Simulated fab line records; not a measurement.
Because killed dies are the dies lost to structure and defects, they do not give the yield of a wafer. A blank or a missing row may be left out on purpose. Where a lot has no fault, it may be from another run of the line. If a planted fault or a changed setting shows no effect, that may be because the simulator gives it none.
fab line records | flow berkeley-cmos170
record: lots: 11 wafers: 33 last-day: 11
route steps=331 shown NWELL@16 WELLDRIVE@56 PVT@124 M3@324
lots untouched by any fault: they come from a run of this same line in which no faults occurred
start-h: hours from the record's opening day to when the first of the lot's shown wafers began | wait-h: hours from the lot's prior step to this one | " unchanged from the row above | L1.1+2: a single row standing in for several wafers | - no value, or no start was given | * or withheld: withheld | < > ~ a bound
route shown NAME@n: a module of which the file shows steps, and the number in the route of the first | usual: mean and standard deviation over wafers with no fault | same: alike in all rows | chamber/n: place in a boat | sites: per-site readings | _std_site: standard deviation of those values | _edge_site: outer sites' mean less inner sites' | radius-mm: how far each site lies from the wafer's centre | mask NAME#n: copy n | behind: the last tool/chamber to shape the wafer | hold: why the lot was held/for how many hours/how that ended | device: whichever transistor did not switch (one of n, p or np) | end of line: tests of these same wafers at the route's end | a step without rows: its recipe alone | killed: count of dies lost to structure and defects at first sort (not the wafer's yield) | map: a wafer's dies, marking killed ones x, the rest . and places with no die _
set.NAME: the setting the step ran with; set.NAME@STEP: the setting that earlier step ran with | model.NAME: the simulator's own value behind a step, which no gauge read
route steps across a sampled set of lots; one table per step, one row per wafer
services: when a tool's chamber went out of use (start-h, in hours from the record's first day, below 0 if earlier), for how many hours, and the reason
== steps ==
step: UCB170_NWELL_THK_MEAS_02
recipe: reads: SiO2_of_NWELL_OXIDATION_01
usual: NWELL_OXIDE_THK: 26.0/0.48
columns lot.wafer tool chamber start-h wait-h NWELL_OXIDE_THK[nm]
L567.1 film-metro-04 - 19.24 0.0 25.8
L567.2 " - " " 25.6
L567.5 " - " " 25.9
L568.2 film-metro-02 - 27.82 0.0 26.2
L568.5 " - " " 26.3
L568.6 " - " " 26.3
L569.1 film-metro-04 - 36.78 0.0 26.1
L569.2 " - " " 25.5
L569.3 " - " " 25.8
L570.1 film-metro-02 - 41.67 0.0 26.5
L570.4 " - " " 26.6
L570.5 " - " " 26.5
L577.4 film-metro-02 - 70.95 0.0 26.7
L577.5 " - " " 26.7
L577.6 " - " " 26.1
L582.1 film-metro-03 - 95.94 0.0 25.5
L582.2 " - " " 25.5
L582.3 " - " " 25.8
L583.2 film-metro-04 - 102.59 0.0 26.5
L583.3 " - " " 26.3
L583.6 " - " " 26.4
L584.1 film-metro-03 - 107.14 0.0 26.1
L584.5 " - " " 25.6
L584.6 " - " " 25.6
L586.3 film-metro-02 - 116.40 0.0 27.0
L586.4 " - " " 26.7
L586.5 " - " " 26.7
L587.2 film-metro-03 - 126.03 0.0 25.3
L587.3 " - " " 25.0
L587.6 " - " " 25.0
L588.2 film-metro-04 - 126.03 0.0 26.2
L588.4 " - " " 25.7
L588.6 " - " " 25.8
step: UCB170_WELLDRIVE_OXIDATION_01
recipe: temp-c: 1100 ambient: O2 target-thk-a: 1990 ox-time-s: 9000
usual: ox-time-s: 9000/0 spike-tc-load-C: 1128.1/1 tube-center-temp-C: 1100/0.1 zone-power-centre-pct: 61/5.3 zone-power-load-pct: 40/3.9
columns lot.wafer tool chamber start-h wait-h ox-time-s spike-tc-load-C tube-center-temp-C zone-power-centre-pct zone-power-load-pct
L567.1 furnace-03 0 52.66 2.2 9000 1128.1 1100 69 45
L567.2 " 0 " " 9000 1126.5 1100 69 45
L567.5 " 0 " " 9000 1129.4 1100 67 45
L568.2 furnace-03 0 61.49 1.0 9000 1127.9 1100.1 68 46
L568.5 " 0 " " 9000 1127.2 1100 68 46
L568.6 " 0 " " 9000 1124.8 1099.9 68 46
L569.1 furnace-03 0 73.34 1.8 9000 1129.2 1099.9 68 46
L569.2 " 0 " " 9000 1128.6 1099.9 68 45
L569.3 " 0 " " 9000 1129.3 1099.8 68 46
L570.1 furnace-03 0 73.34 1.8 9000 1126.7 1100 68 45
L570.4 " 0 " " 9000 1127.5 1100.1 69 45
L570.5 " 0 " " 9000 1127.9 1100 68 44
L577.4 furnace-01 0 100.54 1.9 13500 1128.4 1100 58 39
L577.5 " 0 " " 13500 1128.2 1099.9 58 39
L577.6 " 0 " " 13500 1129.6 1100 57 39
L582.1 furnace-01 0 131.62 1.8 13500 1129.9 1099.9 58 39
L582.2 " 0 " " 13500 1128.2 1099.9 57 38
L582.3 " 0 " " 13500 1127.2 1100.1 59 38
L583.2 furnace-04 0 136.07 2.9 9000 1127.9 1099.9 56 37
L583.3 " 0 " " 9000 1127.5 1100 57 36
L583.6 " 0 " " 9000 1128.6 1099.9 56 37
L584.1 furnace-04 0 136.07 4.1 9000 1128.0 1100 56 36
L584.5 " 0 " " 9000 1128.3 1100.1 56 36
L584.6 " 0 " " 9000 1128.2 1099.9 57 36
L586.3 furnace-03 0 150.44 4.2 9000 1127.6 1099.9 68 46
L586.4 " 0 " " 9000 1128.6 1100 68 45
L586.5 " 0 " " 9000 1128.4 1100.1 67 44
L587.2 furnace-04 0 156.54 1.9 9000 1128.1 1100 56 36
L587.3 " 0 " " 9000 1129.7 1100.1 56 37
L587.6 " 0 " " 9000 1128.3 1100.1 55 36
L588.2 furnace-04 0 156.54 1.9 9000 1127.9 1100 56 37
L588.4 " 0 " " 9000 1127.0 1099.8 56 36
L588.6 " 0 " " 9000 1128.3 1100.1 57 36
step: UCB170_WELLDRIVE_THK_MEAS_02
recipe: reads: SiO2_of_WELLDRIVE_OXIDATION_01
usual: WELLDRIVE_OXIDE_THK: 198/3.9
columns lot.wafer tool chamber start-h wait-h WELLDRIVE_OXIDE_THK[nm]
L567.1 film-metro-02 - 56.16 0.0 201
L567.2 " - " " 199
L567.5 " - " " 200
L568.2 film-metro-02 - 65.00 0.0 205
L568.5 " - " " 204
L568.6 " - " " 208
L569.1 film-metro-02 - 76.84 0.0 200
L569.2 " - " " 201
L569.3 " - " " 201
L570.1 film-metro-04 - 76.84 0.0 203
L570.4 " - " " 201
L570.5 " - " " 200
L577.4 film-metro-04 - 104.07 0.0 245
L577.5 " - " " 243
L577.6 " - " " 246
L582.1 film-metro-02 - 135.12 0.0 255
L582.2 " - " " 253
L582.3 " - " " 255
L584.1 film-metro-02 - 139.57 0.0 200
L584.5 " - " " 193
L584.6 " - " " 196
L583.2 film-metro-01 - 139.58 0.0 195
L583.3 " - " " 196
L583.6 " - " " 202
L586.3 film-metro-01 - 153.96 0.0 198
L586.4 " - " " 204
L586.5 " - " " 200
L587.2 film-metro-02 - 160.05 0.0 195
L587.3 " - " " 194
L587.6 " - " " 195
L588.2 film-metro-04 - 160.05 0.0 198
L588.4 " - " " 200
L588.6 " - " " 202
step: UCB170_PVT_TW_MEAS_09
usual: PVT_TW: 510/4.1
columns lot.wafer tool chamber start-h wait-h PVT_TW
L567.1 film-metro-03 - 99.45 0.1 508
L567.2 " - " " 506
L567.5 " - " " 506
L568.2 film-metro-03 - 109.63 0.1 508
L568.5 " - " " 507
L568.6 " - " " 507
L570.1 film-metro-03 - 122.35 0.1 508
L570.4 " - " " 509
L570.5 " - " " 505
L569.1 film-metro-03 - 123.70 0.1 508
L569.2 " - " " 505
L569.3 " - " " 506
L577.4 film-metro-02 - 153.60 0.1 513
L577.5 " - " " 519
L577.6 " - " " 518
L582.1 film-metro-02 - 187.21 0.1 517
L582.2 " - " " 515
L582.3 " - " " 515
L584.1 film-metro-02 - 195.11 0.1 512
L584.5 " - " " 511
L584.6 " - " " 514
L583.2 film-metro-03 - 195.39 0.1 507
L583.3 " - " " 504
L583.6 " - " " 506
L586.3 film-metro-03 - 201.20 0.1 505
L586.4 " - " " 506
L586.5 " - " " 504
L587.2 film-metro-03 - 211.83 0.1 506
L587.3 " - " " 505
L587.6 " - " " 509
L588.2 film-metro-03 - 212.10 0.1 505
L588.4 " - " " 506
L588.6 " - " " 506
step: UCB170_M3_CD_MEAS_15
recipe: target-cd-nm: 700
usual: cd-nm: 700.5/1.5
columns lot.wafer tool chamber start-h wait-h cd-nm
L567.1 cd-sem-02 - 155.33 - 701.8
L567.2 " - " " 700.1
L567.5 " - " " 700.7
L568.2 cd-sem-01 - 158.18 - 700.5
L568.5 " - " " 697.9
L568.6 " - " " 698.3
L569.1 cd-sem-01 - 173.12 - 701.4
L569.2 " - " " 702.1
L569.3 " - " " 701.0
L570.1 cd-sem-02 - 173.97 - 698.8
L570.4 " - " " 698.5
L570.5 " - " " 699.3
L577.4 cd-sem-02 - 203.60 - 699.3
L577.5 " - " " 698.8
L577.6 " - " " 698.7
L582.1 cd-sem-02 - 238.92 - 703.6
L582.2 " - " " 703.4
L582.3 " - " " 703.4
L583.2 cd-sem-01 - 246.43 - 700.1
L583.3 " - " " 701.1
L583.6 " - " " 700.0
L586.3 cd-sem-01 - 251.28 - 700.1
L586.4 " - " " 699.3
L586.5 " - " " 701.0
L584.1 cd-sem-02 - 251.48 - 700.8
L584.5 " - " " 701.4
L584.6 " - " " 702.5
L587.2 cd-sem-02 - 258.73 - 703.1
L587.3 " - " " 703.1
L587.6 " - " " 703.6
L588.2 cd-sem-02 - 259.55 - 702.1
L588.4 " - " " 700.6
L588.6 " - " " 701.8
== services ==
columns tool chamber start-h hours kind
furnace-01 - 32.14 3.9 pm
furnace-03 - 133.24 3.3 pm
== key ==
first-sign: step: UCB170_WELLDRIVE_OXIDATION_01 reading: ox-time-s direction: up sigmas: 99+ usual: * struck: *
effect: step: UCB170_WELLDRIVE_THK_MEAS_02 reading: WELLDRIVE_OXIDE_THK direction: up sigmas: 13 usual: 198 struck: 249
met-at UCB170_WELLDRIVE_OXIDATION_01
struck-lots L577,L582
tester-left-out L577,L582
not-acting-at UCB170_NWELL_THK_MEAS_02,UCB170_PVT_TW_MEAS_09,UCB170_M3_CD_MEAS_15
fault: kind: process-parameter-drift tool: furnace-01 chamber: - onset-h: 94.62 steps: UCB170_WELLDRIVE_OXIDATION_01 channel: ox-time-s offset: * shape: step end-h: 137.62 acts-in: * stated: *
tester-left-out: of these lots the tester's yield and bins aren't shown, on N5 and GAA mostly nor the transistor test; their killed dies are dies lost to structure and defects alone, not to doping, threshold or leakage, so they don't give the yield
